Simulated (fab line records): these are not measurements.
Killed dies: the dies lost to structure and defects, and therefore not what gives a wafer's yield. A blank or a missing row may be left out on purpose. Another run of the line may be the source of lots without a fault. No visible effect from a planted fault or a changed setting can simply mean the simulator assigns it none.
Tool commonality check || flow berkeley_cmos170 || 16 lots, 48 wafers sampled

## WHAT PROMPTED THE OPENING
At UCB170_PWELL_TW_MEAS_17 the reading PWELL_TW is flagged on 4 of 16 lots. Fault-free wafers read 379, with a standard deviation of 3.4.
Rule: flag the lot when none of its wafers has a number, or when each of its wafers that has one lies beyond 4 standard deviations from that mean. The other lots count as sound.

{"lot": "L962", "measured": "day 3 01:32", "on": "film_metro-03", "PWELL_TW, wafer by wafer": "382 384 382", "flag": ""}
{"lot": "L963", "measured": "day 3 07:46", "on": "film_metro-03", "PWELL_TW, wafer by wafer": "384 383 382", "flag": ""}
{"lot": "L964", "measured": "day 3 21:21", "on": "film_metro-01", "PWELL_TW, wafer by wafer": "382 382 380", "flag": ""}
{"lot": "L966", "measured": "day 4 04:32", "on": "film_metro-03", "PWELL_TW, wafer by wafer": "383 385 383", "flag": ""}
{"lot": "L965", "measured": "day 4 04:53", "on": "film_metro-01", "PWELL_TW, wafer by wafer": "383 381 381", "flag": ""}
{"lot": "L967", "measured": "day 4 05:02", "on": "film_metro-01", "PWELL_TW, wafer by wafer": "381 383 381", "flag": ""}
{"lot": "L968", "measured": "day 4 19:44", "on": "film_metro-01", "PWELL_TW, wafer by wafer": "380 383 381", "flag": ""}
{"lot": "L969", "measured": "day 5 00:56", "on": "film_metro-03", "PWELL_TW, wafer by wafer": "383 381 381", "flag": ""}
{"lot": "L970", "measured": "day 5 01:01", "on": "film_metro-04", "PWELL_TW, wafer by wafer": "376 374 375", "flag": ""}
{"lot": "L971", "measured": "day 5 01:24", "on": "film_metro-01", "PWELL_TW, wafer by wafer": "378 377 376", "flag": ""}
{"lot": "L973", "measured": "day 5 13:57", "on": "film_metro-01", "PWELL_TW, wafer by wafer": "381 379 378", "flag": ""}
{"lot": "L972", "measured": "day 5 14:12", "on": "film_metro-04", "PWELL_TW, wafer by wafer": "374 374 375", "flag": ""}
{"lot": "L975", "measured": "day 6 02:25", "on": "film_metro-01", "PWELL_TW, wafer by wafer": "644 649 644", "flag": "FLAGGED"}
{"lot": "L974", "measured": "day 6 02:40", "on": "film_metro-03", "PWELL_TW, wafer by wafer": "646 647 647", "flag": "FLAGGED"}
{"lot": "L976", "measured": "day 6 12:26", "on": "film_metro-04", "PWELL_TW, wafer by wafer": "634 635 633", "flag": "FLAGGED"}
{"lot": "L977", "measured": "day 6 12:36", "on": "film_metro-03", "PWELL_TW, wafer by wafer": "641 644 646", "flag": "FLAGGED"}
The numbers of the flagged lots are 642 on average: +264 against the usual, or +78 standard deviations.

## WHICH TOOL EACH LOT WENT THROUGH
The record holds 1 process step before the reading, out of a route of 331 steps. Every cell lists first the tool, next ch and the chambers used by the sampled wafers, and last the start.
{"lot": "L962", "flag": "", "UCB170_PWELL_IMPLANT_15": "implanter-01 ch 0, day 3 01:17"}
{"lot": "L963", "flag": "", "UCB170_PWELL_IMPLANT_15": "implanter-03 ch 0, day 3 07:32"}
{"lot": "L964", "flag": "", "UCB170_PWELL_IMPLANT_15": "implanter-03 ch 0, day 3 21:08"}
{"lot": "L966", "flag": "", "UCB170_PWELL_IMPLANT_15": "implanter-02 ch 0, day 4 04:17"}
{"lot": "L965", "flag": "", "UCB170_PWELL_IMPLANT_15": "implanter-03 ch 0, day 4 04:38"}
{"lot": "L967", "flag": "", "UCB170_PWELL_IMPLANT_15": "implanter-01 ch 0, day 4 04:45"}
{"lot": "L968", "flag": "", "UCB170_PWELL_IMPLANT_15": "implanter-01 ch 0, day 4 19:29"}
{"lot": "L969", "flag": "", "UCB170_PWELL_IMPLANT_15": "implanter-03 ch 0, day 5 00:42"}
{"lot": "L970", "flag": "", "UCB170_PWELL_IMPLANT_15": "implanter-01 ch 0, day 5 00:46"}
{"lot": "L971", "flag": "", "UCB170_PWELL_IMPLANT_15": "implanter-02 ch 0, day 5 01:09"}
{"lot": "L973", "flag": "", "UCB170_PWELL_IMPLANT_15": "implanter-03 ch 0, day 5 13:44"}
{"lot": "L972", "flag": "", "UCB170_PWELL_IMPLANT_15": "implanter-03 ch 0, day 5 13:58"}
{"lot": "L975", "flag": "FLAGGED", "UCB170_PWELL_IMPLANT_15": "implanter-03 ch 0, day 6 02:10"}
{"lot": "L974", "flag": "FLAGGED", "UCB170_PWELL_IMPLANT_15": "implanter-03 ch 0, day 6 02:26"}
{"lot": "L976", "flag": "FLAGGED", "UCB170_PWELL_IMPLANT_15": "implanter-03 ch 0, day 6 12:13"}
{"lot": "L977", "flag": "FLAGGED", "UCB170_PWELL_IMPLANT_15": "implanter-01 ch 0, day 6 12:21"}
What these steps do:
- UCB170_PWELL_IMPLANT_15
- UCB170_PWELL_TW_MEAS_17

## FLAGGED OVER TOTAL, TOOL BY TOOL (the gauges that took the reading come last)
{"step": "UCB170_PWELL_IMPLANT_15", "tool": "implanter-01", "lots run": 5, "flagged": 1, "share of the flagged lots": "some", "sound lots run after its first flagged lot": 0}
{"step": "UCB170_PWELL_IMPLANT_15", "tool": "implanter-02", "lots run": 2, "flagged": 0, "share of the flagged lots": "none", "sound lots run after its first flagged lot": "-"}
{"step": "UCB170_PWELL_IMPLANT_15", "tool": "implanter-03", "lots run": 9, "flagged": 3, "share of the flagged lots": "some", "sound lots run after its first flagged lot": 0}
{"step": "UCB170_PWELL_TW_MEAS_17", "tool": "film_metro-01", "lots run": 7, "flagged": 1, "share of the flagged lots": "some", "sound lots run after its first flagged lot": 0}
{"step": "UCB170_PWELL_TW_MEAS_17", "tool": "film_metro-03", "lots run": 6, "flagged": 2, "share of the flagged lots": "some", "sound lots run after its first flagged lot": 0}
{"step": "UCB170_PWELL_TW_MEAS_17", "tool": "film_metro-04", "lots run": 3, "flagged": 1, "share of the flagged lots": "some", "sound lots run after its first flagged lot": 0}

## WHAT THE TABLE ALLOWS
No row of the table ran every flagged lot.

## WHAT HAD BEEN PUT IN BY THE SIMULATOR
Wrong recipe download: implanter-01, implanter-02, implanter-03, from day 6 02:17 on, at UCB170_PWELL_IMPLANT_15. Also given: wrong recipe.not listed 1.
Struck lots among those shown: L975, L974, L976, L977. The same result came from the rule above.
